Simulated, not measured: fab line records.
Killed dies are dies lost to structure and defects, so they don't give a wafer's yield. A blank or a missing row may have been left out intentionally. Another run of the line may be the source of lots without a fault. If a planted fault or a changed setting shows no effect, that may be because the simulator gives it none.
fab line records | flow rit-cmos
record lots=6 | wafers=18 | last-day=8
route steps=202 shown NRETRO@57 PRETRO@64
lots that met no fault: taken from a fault-free run of the same line
start-h: start of the lot's first displayed wafer, in hours after the record's first day | wait-h: hours from the lot's prior step to this one | " identical to the entry in the row above | L1.1+2: several wafers, shown together as one row | - no value, or no start given | * or withheld: withheld | < > ~ a bound
route shown NAME@n: NAME is a module with steps in the file, n the number in the route of the first one | usual: the fault-free wafers' mean and standard deviation | same: alike in all rows | chamber/n: place in a boat | sites: the reading at each site | _std_site: standard deviation of those values | _edge_site: inner sites' mean taken away from outer sites' mean | radius-mm: for every site, how far away it sits from the centre of the wafer | mask NAME#n: copy n | behind: the last tool/chamber to shape the wafer | hold: the reason the lot was held/the length of the hold in hours/how it ended | device: which transistor (n, p or np) failed to switch | end of line: the same wafers' tests at the end of the route | where a step has no rows: the recipe by itself | killed: dies lost to structure and defects at the first sort, not the wafer's yield | map: the dies of a wafer, with x for killed, . for not killed, _ for no die there
set.NAME: the setting as run; set.NAME@STEP: as run at that earlier step | model.NAME: the simulator's own value behind a step, which no gauge read
certain route steps with their lots: each step a table, each wafer a row
## steps
# step RIT_NRETRO_PEB_04
# recipe resist=NOVOLAK | temp-c=withheld | time-s=withheld
# step RIT_NRETRO_DEVELOP_05
# recipe resist=NOVOLAK | develop-time-s=68 | dev-temp-c=23
# step RIT_NRETRO_OVL_MEAS_06
# usual NRETRO_OVL=-0.7/1.2
lot.wafer | tool       | chamber | start-h | wait-h | NRETRO_OVL[nm]
L165.2    | overlay-01 | -       | 51.24   | -      | -1.8
L165.3    | "          | -       | "       | "      | -0.2
L165.4    | "          | -       | "       | "      | -1.6
L166.2    | overlay-02 | -       | 58.39   | -      | -0.4
L166.3    | "          | -       | "       | "      | -0.6
L166.4    | "          | -       | "       | "      | -1.3
L171.1    | overlay-02 | -       | 79.09   | -      | -1.6
L171.2    | "          | -       | "       | "      | -0.6
L171.5    | "          | -       | "       | "      | 1.7
L172.1    | overlay-01 | -       | 86.63   | -      | -0.6
L172.3    | "          | -       | "       | "      | -1.1
L172.5    | "          | -       | "       | "      | -0.5
L177.2    | overlay-01 | -       | 116.99  | -      | 1.0
L177.4    | "          | -       | "       | "      | 1.3
L177.5    | "          | -       | "       | "      | 0.0
L184.2    | overlay-02 | -       | 160.98  | -      | -1.7
L184.5    | "          | -       | "       | "      | -1.4
L184.6    | "          | -       | "       | "      | -2.2
# step RIT_NRETRO_HARDBAKE_07
# recipe resist=NOVOLAK | temp-c=140 | time-s=120
# step RIT_NRETRO_IMPLANT_08
# recipe species=P | energy-kev=70 | dose-cm2=1e+13 | tilt-deg=7
# step RIT_NRETRO_STRIP_09
# recipe chemistry=O2 | time-s=180 | resist=NOVOLAK | platen-temp-c=withheld | power-w=500 | pressure-mtorr=4000 | o2-flow-sccm=4000
# usual drypump-motor-current-A=6.1/0.5
lot.wafer | tool            | chamber | start-h | wait-h | drypump-motor-current-A | rf-hours-counter-h
L165.2    | plasma-asher-03 | 0       | 51.67   | 0.1    | 6.0                     | 41
L165.3    | "               | 0       | "       | "      | 6.0                     | -
L165.4    | "               | 1       | "       | "      | 6.8                     | -
L166.2    | plasma-asher-03 | 0       | 58.82   | 0.1    | 6.0                     | 42
L166.3    | "               | 1       | "       | "      | 6.8                     | -
L166.4    | "               | 0       | "       | "      | 6.0                     | -
L171.1    | plasma-asher-03 | 0       | 79.52   | 0.1    | 6.0                     | 44
L171.2    | "               | 1       | "       | "      | 6.8                     | 44
L171.5    | "               | 0       | "       | "      | 6.0                     | -
L172.1    | plasma-asher-04 | 1       | 87.07   | 0.1    | 5.4                     | 45
L172.3    | "               | 1       | "       | "      | 5.4                     | -
L172.5    | "               | 0       | "       | "      | 5.8                     | -
L177.2    | plasma-asher-03 | 0       | 117.42  | 0.1    | 6.0                     | 48
L177.4    | "               | 0       | "       | "      | 6.1                     | -
L177.5    | "               | 0       | "       | "      | 6.0                     | -
L184.2    | plasma-asher-04 | 1       | 161.42  | 0.1    | 5.4                     | 52
L184.5    | "               | 0       | "       | "      | 5.8                     | -
L184.6    | "               | 1       | "       | "      | 5.4                     | -
# step RIT_NRETRO_TW_MEAS_10
# usual NRETRO_TW=1060/12
lot.wafer | tool          | chamber | start-h | wait-h | NRETRO_TW
L165.2    | film-metro-03 | -       | 51.85   | 0.1    | 1087
L165.3    | "             | -       | "       | "      | 1076
L165.4    | "             | -       | "       | "      | 1079
L166.2    | film-metro-01 | -       | 59.01   | 0.1    | 1059
L166.3    | "             | -       | "       | "      | 1056
L166.4    | "             | -       | "       | "      | 1061
L171.1    | film-metro-01 | -       | 79.70   | 0.1    | 1053
L171.2    | "             | -       | "       | "      | 1056
L171.5    | "             | -       | "       | "      | 1058
L172.1    | film-metro-03 | -       | 87.24   | 0.1    | 1073
L172.3    | "             | -       | "       | "      | 1073
L172.5    | "             | -       | "       | "      | 1077
L177.2    | film-metro-03 | -       | 117.60  | 0.1    | 1083
L177.4    | "             | -       | "       | "      | 1080
L177.5    | "             | -       | "       | "      | 1087
L184.2    | film-metro-01 | -       | 161.61  | 0.1    | 1048
L184.5    | "             | -       | "       | "      | 1047
L184.6    | "             | -       | "       | "      | 1044
# step RIT_PRETRO_HMDS_00
# recipe prime-time-s=60 | prime-temp-c=140
# step RIT_PRETRO_COAT_01
# recipe resist=NOVOLAK | spin-rpm=2000 | resist-thk-nm=1300
# step RIT_PRETRO_SOFTBAKE_02
# recipe resist=NOVOLAK | temp-c=90 | time-s=60
# step RIT_PRETRO_EXPOSE_03
# recipe mask-id=M5 | na=0.57 | target-cd-nm=43700 | dose-mj=250
# step RIT_PRETRO_PEB_04
# recipe resist=NOVOLAK | temp-c=withheld | time-s=withheld
# step RIT_PRETRO_DEVELOP_05
# recipe resist=NOVOLAK | develop-time-s=68 | dev-temp-c=23
# usual chill-plate-temp-C=23.02/0.095 | develop-time-s=68/0 | developer-temp-C=23.02/0.096 | resist-line-temp-C=23.02/0.09
lot.wafer | tool           | chamber | start-h | wait-h | chill-plate-temp-C | develop-time-s | developer-temp-C | resist-line-temp-C
L165.2    | litho-track-02 | 0       | 52      | -      | 22.94              | 68             | 23.10            | 23.01
L165.3    | "              | 0       | "       | "      | 23.02              | 68             | 23.20            | 23.02
L165.4    | "              | 0       | "       | "      | 23.05              | 68             | 23.18            | 22.97
L166.2    | litho-track-02 | 0       | 59      | -      | 22.93              | 68             | 22.85            | 22.97
L166.3    | "              | 0       | "       | "      | 22.83              | 68             | 22.94            | 22.91
L166.4    | "              | 0       | "       | "      | 23.13              | 68             | 23.07            | 22.96
L171.1    | litho-track-03 | -       | 80      | -      | -                  | -              | -                | -
L171.2    | "              | -       | "       | "      | -                  | -              | -                | -
L171.5    | "              | -       | "       | "      | -                  | -              | -                | -
L172.1    | litho-track-02 | -       | 88      | -      | -                  | -              | -                | -
L172.3    | "              | -       | "       | "      | -                  | -              | -                | -
L172.5    | "              | -       | "       | "      | -                  | -              | -                | -
L177.2    | litho-track-03 | 0       | 118     | -      | 23.03              | 68             | 23.07            | 22.79
L177.4    | "              | 0       | "       | "      | 23.09              | 68             | 23.05            | 22.84
L177.5    | "              | 0       | "       | "      | 22.94              | 68             | 23.02            | 23.08
L184.2    | litho-track-03 | 0       | 162     | -      | 23.02              | 68             | 23.02            | 23.03
L184.5    | "              | 0       | "       | "      | 23.16              | 68             | 23.07            | 22.96
L184.6    | "              | 0       | "       | "      | 23.04              | 68             | 23.17            | 23.11
# step RIT_PRETRO_OVL_MEAS_06
# usual PRETRO_OVL=-0.9/1.5
lot.wafer | tool       | chamber | start-h | wait-h | PRETRO_OVL[nm]
L165.2    | overlay-01 | -       | 52.79   | -      | 0.5
L165.3    | "          | -       | "       | "      | 0.7
L165.4    | "          | -       | "       | "      | 0.1
L166.2    | overlay-01 | -       | 59.94   | -      | 0.9
L166.3    | "          | -       | "       | "      | 2.3
L166.4    | "          | -       | "       | "      | 1.5
L171.1    | overlay-02 | -       | 80.76   | -      | -
L171.2    | "          | -       | "       | "      | -
L171.5    | "          | -       | "       | "      | -
L172.1    | overlay-01 | -       | 88.18   | -      | -
L172.3    | "          | -       | "       | "      | -
L172.5    | "          | -       | "       | "      | -
L177.2    | overlay-01 | -       | 118.54  | -      | -1.5
L177.4    | "          | -       | "       | "      | -1.0
L177.5    | "          | -       | "       | "      | -1.2
L184.2    | overlay-01 | -       | 162.82  | -      | -1.6
L184.5    | "          | -       | "       | "      | -0.2
L184.6    | "          | -       | "       | "      | 0.1
## key
first-sign step=RIT_PRETRO_DEVELOP_05 | reading=tool-record | direction=missing
effect none on later readings
met-at RIT_PRETRO_DEVELOP_05
struck-wafers L171.1,L171.2,L171.5,L172.1,L172.3,L172.5
sort-left-out L171.1,L171.2,L171.5,L172.1,L172.3,L172.5
tester-left-out L171,L172
onset-between 59 80
fault kind=skipped-step-whole | tool=litho-track-02,litho-track-03 | chamber=- | onset-h=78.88 | steps=RIT_PRETRO_DEVELOP_05 | scope=struck-lots-only
# tester-left-out: of these lots the tester's yield and bins aren't shown, on N5 and GAA mostly nor the transistor test; their killed dies are dies lost to structure and defects alone, not to doping, threshold or leakage, so they don't give the yield
# sort-left-out: the simulated sort isn't trusted on such a fault, so these wafers' sort isn't shown, and their yield isn't known
